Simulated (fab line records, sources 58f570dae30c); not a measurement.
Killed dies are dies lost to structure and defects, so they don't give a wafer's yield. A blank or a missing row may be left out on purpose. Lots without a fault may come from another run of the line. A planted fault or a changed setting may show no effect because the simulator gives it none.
One fault seen from 2 desks | flow berkeley_cmos170 | each desk has only its own numbers; what lay behind them comes last

THE TOOL OWNER'S DESK: litho_track-02
The tool's own readings at UCB170_M1_COAT_04 (resist thk 900 nm): means of the sampled wafers that have a number, for each lot that ran on this tool. A lot is out of limits, marked OUT, if its mean lies more than 4 standard deviations from the usual mean; the brackets give that distance.
Columns: A = spin_speed_rpm at UCB170_M1_COAT_04, usual 1500.1 rpm
lot  | first seen here | A
L435 | day 7 03:00     | 1500.3
L443 | day 9 07:00     | 1467.2 (-30) OUT
L446 | day 9 23:00     | 1466.6 (-30) OUT
This desk's finding: out of limits on L443, L446; first on L443, day 9 07:00 (spin_speed_rpm at UCB170_M1_COAT_04). In limits: L435.

THE METROLOGY DESK
What the gauges read, lot by lot, whatever tool the lot ran on: means of the sampled wafers that have a number. A lot is out of limits, marked OUT, if its mean lies more than 4 standard deviations from the usual mean; the brackets give that distance.
Columns: A = cd_nm at UCB170_CONTACT_CD_MEAS_15, usual 700.0 nm; B = CONTACT_OVL at UCB170_CONTACT_OVL_MEAS_16, usual -5 nm; C = cd_nm at UCB170_CONTACT_CD_MEAS_90, usual 700.1 nm; D = M1_AL_RS at UCB170_M1_RS_MEAS_01, usual 0.0487 ohm/sq; E = M1_AL_THK at UCB170_M1_THK_MEAS_02, usual 604 nm; F = cd_nm at UCB170_M1_CD_MEAS_09, usual 700.0 nm
lot  | first seen here | A     | B  | C     | D      | E   | F
L435 | day 7 01:16     | 700.2 | -5 | 701.2 | 0.0488 | 600 | 699.4
L441 | day 8 13:34     | 702.0 | -6 | 702.3 | 0.0481 | 617 | 700.8
L443 | day 9 06:01     | 701.0 | -9 | 700.7 | 0.0480 | 613 | 700.3
L446 | day 9 22:06     | 700.4 | -7 | 700.9 | 0.0491 | 593 | 701.4
L447 | day 10 08:56    | 698.9 | -2 | 699.0 | 0.0491 | 606 | 702.6
L455 | day 11 11:41    | 700.1 | -5 | 701.4 | 0.0496 | 596 | 699.9
This desk's finding: nothing out of limits on any of the 6 lots.

PUT TOGETHER
The tool owner's desk could have raised an alarm at day 9 07:00, on L443, L446.
The metrology desk saw nothing out of limits.
The metrology desk has L443, L446 on record, within its limits.
Of the lots named, all ran UCB170_M1_COAT_04 on litho_track-02.

WHAT THE SIMULATOR HAD PUT IN
Process parameter drift: litho_track-02, from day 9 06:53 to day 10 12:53, at UCB170_M1_COAT_04. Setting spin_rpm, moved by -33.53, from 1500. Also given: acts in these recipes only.
Lots struck among those shown: L443, L446.
Hours from the fault's start to each desk's first reading out of limits: the tool owner's desk, 0.
